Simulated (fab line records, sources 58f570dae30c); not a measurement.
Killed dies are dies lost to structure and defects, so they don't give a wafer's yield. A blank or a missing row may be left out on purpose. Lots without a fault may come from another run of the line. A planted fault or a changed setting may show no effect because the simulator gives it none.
One fault seen from 2 desks | flow berkeley_cmos170 | each desk has only its own numbers; what lay behind them comes last

THE METROLOGY DESK
What the gauges read, lot by lot, whatever tool the lot ran on: means of the sampled wafers that have a number. A lot is out of limits, marked OUT, if its mean lies more than 4 standard deviations from the usual mean; the brackets give that distance.
Columns: A = SILICIDE_TI_RS at UCB170_SILICIDE_RS_MEAS_02, usual 26.1 ohm/sq; B = SILICIDE_TI_THK at UCB170_SILICIDE_THK_MEAS_03, usual 29.81 nm
lot  | first seen here | A               | B
L195 | day 8 05:25     | 25.8            | 30.09
L196 | day 8 05:52     | 26.6            | 29.33
L197 | day 8 11:24     | 26.1            | 29.77
L198 | day 8 11:49     | 26.0            | 29.85
L200 | day 9 07:52     | 25.4            | 30.38
L201 | day 9 09:02     | 25.9            | 29.83
L203 | day 10 05:03    | 25.7            | 30.07
L206 | day 10 23:07    | 26.2            | 29.70
L205 | day 10 23:48    | 29.5 (+11) OUT  | 26.75 (-10) OUT
L210 | day 11 11:13    | 29.2 (+9.7) OUT | 26.94 (-9.6) OUT
L209 | day 11 16:59    | 29.3 (+9.9) OUT | 26.80 (-10) OUT
L213 | day 12 11:40    | 26.0            | 29.95
L215 | day 12 12:16    | 26.2            | 29.77
L216 | day 12 12:57    | 26.3            | 29.65
L218 | day 12 23:02    | 26.2            | 29.78
This desk's finding: out of limits on L205, L209, L210; first on L205, day 10 23:48 (SILICIDE_TI_RS at UCB170_SILICIDE_RS_MEAS_02). In limits: L195, L196, L197, L198, L200, L201, L203, L206, L213, L215, L216, L218.

THE TOOL OWNER'S DESK: pvd_sputter-01
The tool's own readings at UCB170_SILICIDE_SPUTTER_01 (material Ti, target thk 30 nm, time 25 s): means of the sampled wafers that have a number, for each lot that ran on this tool. A lot is out of limits, marked OUT, if its mean lies more than 4 standard deviations from the usual mean; the brackets give that distance.
Columns: A = throttle_valve_pct at UCB170_SILICIDE_SPUTTER_01, usual 30.1 %
lot  | first seen here | A
L195 | day 8 05:23     | 30.3
L197 | day 8 11:20     | 29.8
L198 | day 8 11:47     | 30.5
L200 | day 9 07:50     | 30.8
L201 | day 9 08:57     | 30.1
L206 | day 10 23:03    | 29.9
L205 | day 10 23:44    | 29.8
L210 | day 11 11:11    | 30.2
L209 | day 11 16:56    | 29.9
This desk's finding: nothing out of limits on any of the 9 lots.

PUT TOGETHER
The metrology desk could have raised an alarm at day 10 23:48, on L205, L209, L210.
The tool owner's desk saw nothing out of limits.
The tool owner's desk has L205, L209, L210 on record, within its limits.
Of the lots named, all ran UCB170_SILICIDE_SPUTTER_01 on pvd_sputter-01.

WHAT THE SIMULATOR HAD PUT IN
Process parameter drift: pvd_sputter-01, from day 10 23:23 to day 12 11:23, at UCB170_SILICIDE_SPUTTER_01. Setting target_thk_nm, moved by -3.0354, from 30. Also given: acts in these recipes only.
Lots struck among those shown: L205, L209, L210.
Hours from the fault's start to each desk's first reading out of limits: the metrology desk, 0.
